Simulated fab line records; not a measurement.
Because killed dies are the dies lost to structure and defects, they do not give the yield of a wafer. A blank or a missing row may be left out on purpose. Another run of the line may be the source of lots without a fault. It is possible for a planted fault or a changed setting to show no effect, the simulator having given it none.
A lot that was struck, set against a sound lot / flow berkeleyCmos170 / 17 steps out of a route of 331
Sound: the wafers L724.2, L724.3, L724.5. The struck wafers were L730.2, L730.4, L730.5. At the end, the cause is stated.
Order at every step that has rows: each side's tool, ch and its chambers, its first start. Under that, the readings that differ: sound wafers / struck wafers / difference of the means / sigmas: that difference in standard deviations of wafers without a fault.
alike: readings whose means differ by less than 2 such deviations, and words and numbers that are the same on both sides. not compared: withheld readings, readings that some wafer has no value for, bounds like >300 that may hide the same value, and numbers for which the record gives no deviation and whose values overlap.
Wherever a step has rows on one side only, a row that says differs or no value, or a row with sigmas, the two part there. Non-overlapping numbers with no deviation appear without sigmas and do not part them. Lack of a reading on every wafer of one side parts them only where that side has two or more wafers.

first, 1 step without rows for these wafers: UCB170_M3_SOFTBAKE_06 (time 60 s).
UCB170_M3_STRIP_07: strips in O2.
  sound on plasmaAsher-02 ch 0,1, day 11 10:34; struck on plasmaAsher-02 ch 0,1, day 12 20:01
  alike: drypumpMotorCurrentA, oesProductAu, stripTimeToEndpointS
  not compared: rfHoursCounterH
then, 7 steps without rows for these wafers: UCB170_M3_STRIP_08 (strips KrF in DMSO, time 600 s); UCB170_M3_COAT_09; UCB170_M3_COAT_10 (resist thk 900 nm); UCB170_M3_SOFTBAKE_11 (time 59.14 s); UCB170_M3_EXPOSE_12 (exposes mask METAL3, target cd 700 nm); UCB170_M3_PEB_13; UCB170_M3_DEVELOP_14 (develop time 45 s).
UCB170_M3_CD_MEAS_15: the cd target is 700 nm.
  sound: cdSem-02 at day 11 12:09; struck: cdSem-02 at day 12 21:16
  alike: cdNm
UCB170_M3_OVL_MEAS_16:
  sound: overlay-01 at day 11 12:16; struck: overlay-01 at day 12 21:22
  alike: M3_OVL
UCB170_M3_ETCH_17: etches BARC in N2/H2.
  sound on rieDiel-03 ch 0,1,3, day 11 12:17; struck on rieDiel-03 ch 0,1,3, day 12 21:24
  alike: biasW, chamberPressureMTorr, drypumpMotorCurrentA, oesProductAu, throttleValvePct
UCB170_M3_METAL_ETCH_18: etches Al in Cl2/BCl3, stops on SiO2, target depth 1170 nm, time 195 s.
  sound on rieMetal-03 ch 1, day 11 12:20; struck on rieMetal-03 ch 1, day 12 21:26
  no value came back on the struck wafers for any of 6 readings (bcl3FlowSccm (sccm), biasW (W) and others); on the sound wafers bcl3FlowSccm (sccm) reads 45.11 45.30 45.13
reading=model.KrF_of_M3_COAT_10.thkNm (nm); sound=213.6 221.4 215.3; struck=885.3 881.8 885.4; difference=+667.4; sigmas=
reading=model.SiO2_of_V2_CVD_00.thkNm (nm); sound=938.8 939.2 939.3; struck=995.7 994.6 995.9; difference=+56.3; sigmas=
  not compared: rfHoursCounterH
UCB170_M3_STRIP_19: strips in O2.
  sound on plasmaAsher-02 ch 0, day 11 12:31; struck on plasmaAsher-02 ch 0,1, day 12 21:38
reading=oesProductAu (a.u.); sound=0.544 0.543 0.538; struck=0.727 0.724 0.723; difference=+0.183; sigmas=+19
  alike: drypumpMotorCurrentA
  not compared: rfHoursCounterH
UCB170_M3_CD_MEAS_90: the cd target is 700 nm.
  sound: cdSem-02 at day 11 12:38; struck: cdSem-01 at day 12 21:45
reading=cdNm (nm); sound=696.9 699.4 697.5; struck=- - -; difference=no value on the struck wafers; sigmas=
UCB170_M3_BOW_MEAS_20:
  sound: filmMetro-03 at day 11 12:46; struck: filmMetro-03 at day 12 21:52
  alike: M3_BOW
UCB170_M3_PROBE_99:
  sound: prober-01 at day 11 12:55; struck: prober-01 at day 12 22:01
  no value came back on the struck wafers for model.etest.tester.sortNPass, model.etest.tester.sort_bin_5_pct (%), model.etest.tester.sortYieldPct (%); on the sound wafers model.etest.tester.sortNPass reads 263 259 257
reading=model.etest.antennaM3.overLimit; sound=0 0 0; struck=1 1 1; difference=+1; sigmas=
reading=model.etest.antennaM2.overLimit; sound=0 0 0; struck=1 1 1; difference=+1; sigmas=
reading=model.etest.antennaM3.short; sound=0 0 0; struck=1 1 1; difference=+1; sigmas=
reading=model.etest.antennaM2.short; sound=0 0 0; struck=1 1 1; difference=+1; sigmas=

WHERE THEY PART
First at UCB170_M3_METAL_ETCH_18; last, within this record, at UCB170_M3_PROBE_99.

WHY: what the simulator had put in
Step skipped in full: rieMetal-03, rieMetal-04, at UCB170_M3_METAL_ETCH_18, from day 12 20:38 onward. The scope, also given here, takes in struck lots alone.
